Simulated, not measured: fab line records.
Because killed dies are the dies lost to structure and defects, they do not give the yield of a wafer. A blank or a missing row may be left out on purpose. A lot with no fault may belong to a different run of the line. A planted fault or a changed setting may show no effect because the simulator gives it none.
fab line records | flow rit-cmos
record: lots: 6 | wafers: 18 | last-day: 7
route steps=202 shown PWELL@46 WELLDRIVE@50 NWELL@51 NRETRO@53 PRETRO@64
lots with no fault: from the same line, run without faults
start-h: hours from the record's opening day to when the first of the lot's shown wafers began | wait-h: hours since the lot's step before | " as in the row above | L1.1+2: one row covering several wafers at once | - no value present, or no start provided | * or withheld: withheld | < > ~ a bound
route shown NAME@n: names a module that has steps shown in the file, with the first one's number in the route | usual: mean/standard deviation of fault-free wafers | same: alike in all rows | chamber/n: place in a boat | sites: the reading at each site | _std_site: the standard deviation of these | _edge_site: the outer-site mean with the inner-site mean subtracted | radius-mm: for every site, how far away it sits from the centre of the wafer | mask NAME#n: copy n | behind: tool/chamber where the wafer was last shaped | hold: what put the lot on hold/how long, in hours/how the hold closed | device: the n, p or np transistor that did not switch | end of line: at the end of the route, the tests of the same wafers | a step with no rows: only its recipe | killed: the dies lost at the first sort to structure and to defects; this is not the yield of the wafer | map: a wafer's dies, marking killed ones x, the rest . and places with no die _
set.NAME: the run value of the setting; set.NAME@STEP: its run value at that earlier step | model.NAME: the simulator's own value behind a step, which no gauge read
lots seen at some steps along the route; tables by step, rows by wafer
services: when a tool's chamber went out of use (start-h, in hours from the record's first day, below 0 if earlier), for how many hours, and the reason
== steps ==
step: RIT_PWELL_HARDBAKE_07
recipe: resist: NOVOLAK | temp-c: 140 | time-s: 120
step: RIT_PWELL_IMPLANT_08
recipe: species: B | energy-kev: 170 | dose-cm2: 7e+13 | tilt-deg: 7
step: RIT_PWELL_STRIP_09
recipe: chemistry: O2 | time-s: 180 | resist: NOVOLAK | platen-temp-c: withheld | power-w: 500 | pressure-mtorr: 4000 | o2-flow-sccm: 4000
usual: drypump-motor-current-A: 5.37/0.28 | o2-flow-sccm: 4000/10 | rf-refl-power-W: 6.6/1.5
lot.wafer | tool            | chamber | start-h | wait-h | drypump-motor-current-A | o2-flow-sccm | rf-hours-counter-h | rf-refl-power-W
L121.1    | plasma-asher-03 | 1       | 53.27   | 0.1    | 4.96                    | 4002         | 41                 | 6.2
L121.2    | "               | 0       | "       | "      | 5.91                    | 3993         | 41                 | 6.8
L121.3    | "               | 1       | "       | "      | 4.98                    | 4017         | -                  | 5.6
L123.1    | plasma-asher-03 | 1       | 64.86   | 0.1    | 4.98                    | 4012         | 42                 | 6.5
L123.3    | "               | 1       | "       | "      | 4.96                    | 4015         | -                  | 6.3
L123.6    | "               | 0       | "       | "      | 5.90                    | 3992         | -                  | 6.9
L130.1    | plasma-asher-01 | 1       | 102.40  | 0.1    | 5.24                    | 3981         | 45                 | 4.0
L130.4    | "               | 1       | "       | "      | 5.25                    | 3976         | -                  | 4.2
L130.5    | "               | 0       | "       | "      | 5.31                    | 3997         | -                  | 8.1
L131.3    | plasma-asher-02 | 1       | 104.89  | 0.1    | 5.42                    | 4000         | -                  | 6.5
L131.4    | "               | 0       | "       | "      | 5.35                    | 3991         | -                  | 8.0
L131.6    | "               | 1       | "       | "      | 5.36                    | 3996         | -                  | 6.4
L136.2    | plasma-asher-01 | 0       | 127.27  | 0.1    | 5.28                    | 3997         | 1                  | 8.3
L136.4    | "               | 0       | "       | "      | 5.31                    | 3982         | -                  | 8.4
L136.6    | "               | 1       | "       | "      | 5.27                    | 4012         | -                  | 4.4
L137.1    | plasma-asher-01 | 0       | 133.72  | 0.1    | 5.33                    | 4021         | 2                  | 8.3
L137.3    | "               | 1       | "       | "      | 5.27                    | 3985         | -                  | 4.2
L137.5    | "               | 0       | "       | "      | 5.29                    | 4015         | -                  | 8.4
step: RIT_PWELL_TW_MEAS_10
usual: PWELL_TW: 947/12
lot.wafer | tool          | chamber | start-h | wait-h | PWELL_TW
L121.1    | film-metro-01 | -       | 53.45   | 0.1    | 928
L121.2    | "             | -       | "       | "      | 925
L121.3    | "             | -       | "       | "      | 919
L123.1    | film-metro-03 | -       | 65.04   | 0.1    | 951
L123.3    | "             | -       | "       | "      | 949
L123.6    | "             | -       | "       | "      | 942
L130.1    | film-metro-01 | -       | 102.60  | 0.1    | 933
L130.4    | "             | -       | "       | "      | 926
L130.5    | "             | -       | "       | "      | 932
L131.3    | film-metro-03 | -       | 105.02  | 0.1    | 955
L131.4    | "             | -       | "       | "      | 956
L131.6    | "             | -       | "       | "      | 953
L136.2    | film-metro-03 | -       | 127.45  | 0.1    | 957
L136.4    | "             | -       | "       | "      | 954
L136.6    | "             | -       | "       | "      | 957
L137.1    | film-metro-03 | -       | 133.89  | 0.1    | 954
L137.3    | "             | -       | "       | "      | 947
L137.5    | "             | -       | "       | "      | 950
step: RIT_WELLDRIVE_ANNEAL_00
recipe: temp-c: 1100 | time-s: 14700 | ambient: N2
step: RIT_WELLDRIVE_RS_MEAS_01
recipe: thk-meas-gauge: four-point-probe
usual: NWELL_RS: 274.9/0.76
lot.wafer | tool          | chamber | start-h | wait-h | NWELL_RS[ohm/sq]
L121.1    | film-metro-03 | -       | 58.59   | 0.0    | 274.6
L121.2    | "             | -       | "       | "      | 275.2
L121.3    | "             | -       | "       | "      | 275.7
L123.1    | film-metro-03 | -       | 70.18   | 0.0    | 276.4
L123.3    | "             | -       | "       | "      | 276.3
L123.6    | "             | -       | "       | "      | 275.7
L130.1    | film-metro-03 | -       | 107.74  | 0.0    | 275.3
L130.4    | "             | -       | "       | "      | 275.0
L130.5    | "             | -       | "       | "      | 275.4
L131.3    | film-metro-03 | -       | 110.19  | 0.0    | 275.6
L131.4    | "             | -       | "       | "      | 274.9
L131.6    | "             | -       | "       | "      | 275.6
L136.2    | film-metro-04 | -       | 132.60  | 0.0    | 273.7
L136.4    | "             | -       | "       | "      | 274.1
L136.6    | "             | -       | "       | "      | 274.0
L137.1    | film-metro-04 | -       | 139.03  | 0.0    | 274.4
L137.3    | "             | -       | "       | "      | 274.1
L137.5    | "             | -       | "       | "      | 273.7
step: RIT_WELLDRIVE_RS_MEAS_02
recipe: thk-meas-gauge: four-point-probe
usual: PWELL_RS: 429.1/1.4
lot.wafer | tool          | chamber | start-h | wait-h | PWELL_RS[ohm/sq]
L121.1    | film-metro-03 | -       | 58.71   | 0.1    | 429.8
L121.2    | "             | -       | "       | "      | 430.2
L121.3    | "             | -       | "       | "      | 429.0
L123.1    | film-metro-03 | -       | 70.30   | 0.1    | 429.0
L123.3    | "             | -       | "       | "      | 428.4
L123.6    | "             | -       | "       | "      | 428.7
L130.1    | film-metro-03 | -       | 107.86  | 0.1    | 430.4
L130.4    | "             | -       | "       | "      | 430.1
L130.5    | "             | -       | "       | "      | 431.1
L131.3    | film-metro-03 | -       | 110.31  | 0.1    | 430.1
L131.4    | "             | -       | "       | "      | 428.9
L131.6    | "             | -       | "       | "      | 429.8
L136.2    | film-metro-04 | -       | 132.72  | 0.1    | 427.6
L136.4    | "             | -       | "       | "      | 428.6
L136.6    | "             | -       | "       | "      | 427.1
L137.1    | film-metro-04 | -       | 139.15  | 0.1    | 429.2
L137.3    | "             | -       | "       | "      | 428.7
L137.5    | "             | -       | "       | "      | 429.8
step: RIT_NRETRO_HMDS_00
recipe: prime-time-s: 60 | prime-temp-c: 140
step: RIT_NRETRO_COAT_01
recipe: resist: NOVOLAK | spin-rpm: 2000 | resist-thk-nm: 1300
step: RIT_NRETRO_SOFTBAKE_02
recipe: resist: NOVOLAK | temp-c: 90 | time-s: 60
step: RIT_NRETRO_EXPOSE_03
recipe: mask-id: M4 | na: 0.57 | target-cd-nm: 43900 | dose-mj: 250
step: RIT_NRETRO_PEB_04
recipe: resist: NOVOLAK | temp-c: withheld | time-s: withheld
step: RIT_NRETRO_DEVELOP_05
recipe: resist: NOVOLAK | develop-time-s: 68 | dev-temp-c: 23
usual: developer-temp-C: 23.00/0.1
lot.wafer | tool           | chamber | start-h | wait-h | developer-temp-C
L121.1    | litho-track-02 | 0       | 59      | -      | 22.95
L121.2    | "              | 0       | "       | "      | 22.97
L121.3    | "              | 0       | "       | "      | 23.04
L123.1    | litho-track-04 | 0       | 71      | -      | 22.85
L123.3    | "              | 0       | "       | "      | 23.01
L123.6    | "              | 0       | "       | "      | 22.95
L130.1    | litho-track-02 | 0       | 108     | -      | 23.06
L130.4    | "              | 0       | "       | "      | 23.04
L130.5    | "              | 0       | "       | "      | 23.02
L131.3    | litho-track-02 | 0       | 111     | -      | 22.97
L131.4    | "              | 0       | "       | "      | 22.95
L131.6    | "              | 0       | "       | "      | 23.23
L136.2    | litho-track-04 | 0       | 133     | -      | 23.11
L136.4    | "              | 0       | "       | "      | 22.84
L136.6    | "              | 0       | "       | "      | 22.98
L137.1    | litho-track-04 | 0       | 140     | -      | 23.05
L137.3    | "              | 0       | "       | "      | 23.03
L137.5    | "              | 0       | "       | "      | 22.94
step: RIT_NRETRO_OVL_MEAS_06
usual: NRETRO_OVL: -0.3/1.4
lot.wafer | tool       | chamber | start-h | wait-h | NRETRO_OVL[nm]
L121.1    | overlay-02 | -       | 59.84   | -      | -0.2
L121.2    | "          | -       | "       | "      | -1.4
L121.3    | "          | -       | "       | "      | -0.3
L123.1    | overlay-02 | -       | 71.43   | -      | -2.3
L123.3    | "          | -       | "       | "      | -2.3
L123.6    | "          | -       | "       | "      | -1.0
L130.1    | overlay-01 | -       | 108.93  | -      | 2.2
L130.4    | "          | -       | "       | "      | 1.2
L130.5    | "          | -       | "       | "      | 1.8
L131.3    | overlay-01 | -       | 111.41  | -      | -0.7
L131.4    | "          | -       | "       | "      | 0.2
L131.6    | "          | -       | "       | "      | 0.3
L136.2    | overlay-01 | -       | 133.71  | -      | -4.4
L136.4    | "          | -       | "       | "      | 0.4
L136.6    | "          | -       | "       | "      | -1.2
L137.1    | overlay-02 | -       | 140.28  | -      | -0.2
L137.3    | "          | -       | "       | "      | -1.1
L137.5    | "          | -       | "       | "      | -0.2
step: RIT_NRETRO_HARDBAKE_07
recipe: resist: NOVOLAK | temp-c: 140 | time-s: 120
step: RIT_NRETRO_IMPLANT_08
recipe: species: P | energy-kev: 70 | dose-cm2: 1e+13 | tilt-deg: 7
step: RIT_NRETRO_STRIP_09
recipe: chemistry: O2 | time-s: 180 | resist: NOVOLAK | platen-temp-c: withheld | power-w: 500 | pressure-mtorr: 4000 | o2-flow-sccm: 4000
usual: drypump-motor-current-A: 5.4/0.33 | o2-flow-sccm: 4001/12 | rf-refl-power-W: 7.2/1
lot.wafer | tool            | chamber | start-h | wait-h | drypump-motor-current-A | o2-flow-sccm | rf-hours-counter-h | rf-refl-power-W
L121.1    | plasma-asher-03 | 1       | 60.27   | 0.1    | 5.0                     | 4009         | 42                 | 6.0
L121.2    | "               | 0       | "       | "      | 5.9                     | 4008         | 42                 | 6.7
L121.3    | "               | 0       | "       | "      | 5.9                     | 4001         | -                  | 7.0
L123.1    | plasma-asher-02 | 1       | 71.86   | 0.1    | 5.4                     | 4002         | 29                 | 6.5
L123.3    | "               | 1       | "       | "      | 5.4                     | 4014         | -                  | 6.5
L123.6    | "               | 1       | "       | "      | 5.4                     | 4001         | -                  | 6.7
L130.1    | plasma-asher-02 | 0       | 109.36  | 0.1    | 5.4                     | 4002         | 32                 | 8.2
L130.4    | "               | 1       | "       | "      | 5.4                     | 4005         | -                  | 6.6
L130.5    | "               | 1       | "       | "      | 5.4                     | 3997         | -                  | 6.4
L131.3    | plasma-asher-03 | 0       | 111.89  | 0.1    | 5.9                     | 4013         | -                  | 7.1
L131.4    | "               | 1       | "       | "      | 5.0                     | 3997         | -                  | 6.4
L131.6    | "               | 0       | "       | "      | 5.9                     | 4007         | -                  | 7.0
L136.2    | plasma-asher-04 | 1       | 134.14  | 0.1    | 5.2                     | 4015         | 49                 | 9.5
L136.4    | "               | 1       | "       | "      | 5.2                     | 4035         | -                  | 9.0
L136.6    | "               | 1       | "       | "      | 5.2                     | 4008         | -                  | 9.5
L137.1    | plasma-asher-04 | 0       | 140.71  | 0.1    | 5.9                     | 3986         | 50                 | 7.1
L137.3    | "               | 0       | "       | "      | 5.9                     | 3986         | -                  | 6.7
L137.5    | "               | 1       | "       | "      | 5.2                     | 4007         | -                  | 9.0
step: RIT_NRETRO_TW_MEAS_10
usual: NRETRO_TW: 1040/14
lot.wafer | tool          | chamber | start-h | wait-h | NRETRO_TW
L121.1    | film-metro-01 | -       | 60.45   | 0.1    | 1020
L121.2    | "             | -       | "       | "      | 1024
L121.3    | "             | -       | "       | "      | 1028
L123.1    | film-metro-02 | -       | 72.04   | 0.1    | 1034
L123.3    | "             | -       | "       | "      | 1035
L123.6    | "             | -       | "       | "      | 1038
L130.1    | film-metro-04 | -       | 109.54  | 0.1    | 221
L130.4    | "             | -       | "       | "      | 219
L130.5    | "             | -       | "       | "      | 223
L131.3    | film-metro-01 | -       | 112.02  | 0.1    | 223
L131.4    | "             | -       | "       | "      | 226
L131.6    | "             | -       | "       | "      | 228
L136.2    | film-metro-02 | -       | 134.32  | 0.1    | 1051
L136.4    | "             | -       | "       | "      | 1042
L136.6    | "             | -       | "       | "      | 1042
L137.1    | film-metro-01 | -       | 140.89  | 0.1    | 1019
L137.3    | "             | -       | "       | "      | 1018
L137.5    | "             | -       | "       | "      | 1024
step: RIT_PRETRO_HMDS_00
recipe: prime-time-s: 60 | prime-temp-c: 140
== services ==
tool            | chamber | start-h | hours | kind
plasma-asher-01 | -       | 31.89   | 11.1  | repair
plasma-asher-01 | -       | 108.75  | 9.0   | pm
plasma-asher-01 | 0       | 108.75  | 9.0   | vent-cycle
plasma-asher-01 | 1       | 108.75  | 9.0   | vent-cycle
plasma-asher-04 | -       | 116.28  | 1.5   | repair
plasma-asher-01 | 0       | 117.75  | -     | clean
plasma-asher-01 | 1       | 117.75  | -     | clean
litho-track-04  | -       | 129.04  | -     | consumable-replace:filter
== key ==
first-sign: step: RIT_NRETRO_TW_MEAS_10 | reading: NRETRO_TW | direction: down | sigmas: 59 | usual: 1040 | struck: 224
effect none on later readings
met-at RIT_NRETRO_DEVELOP_05
struck-wafers L130.1,L130.4,L130.5,L131.3,L131.4,L131.6
sort-left-out L130.1,L130.4,L130.5,L131.3,L131.4,L131.6
tester-left-out L130,L131
onset-between 59 108
fault: kind: process-parameter-drift | tool: litho-track-02 | chamber: - | onset-h: 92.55 | steps: RIT_NRETRO_DEVELOP_05 | channel: develop-time-s | offset: * | shape: step | end-h: 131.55 | acts-in: * | stated: *
tester-left-out: of these lots the tester's yield and bins aren't shown, on N5 and GAA mostly nor the transistor test; their killed dies are dies lost to structure and defects alone, not to doping, threshold or leakage, so they don't give the yield
sort-left-out: the simulated sort isn't trusted on such a fault, so these wafers' sort isn't shown, and their yield isn't known
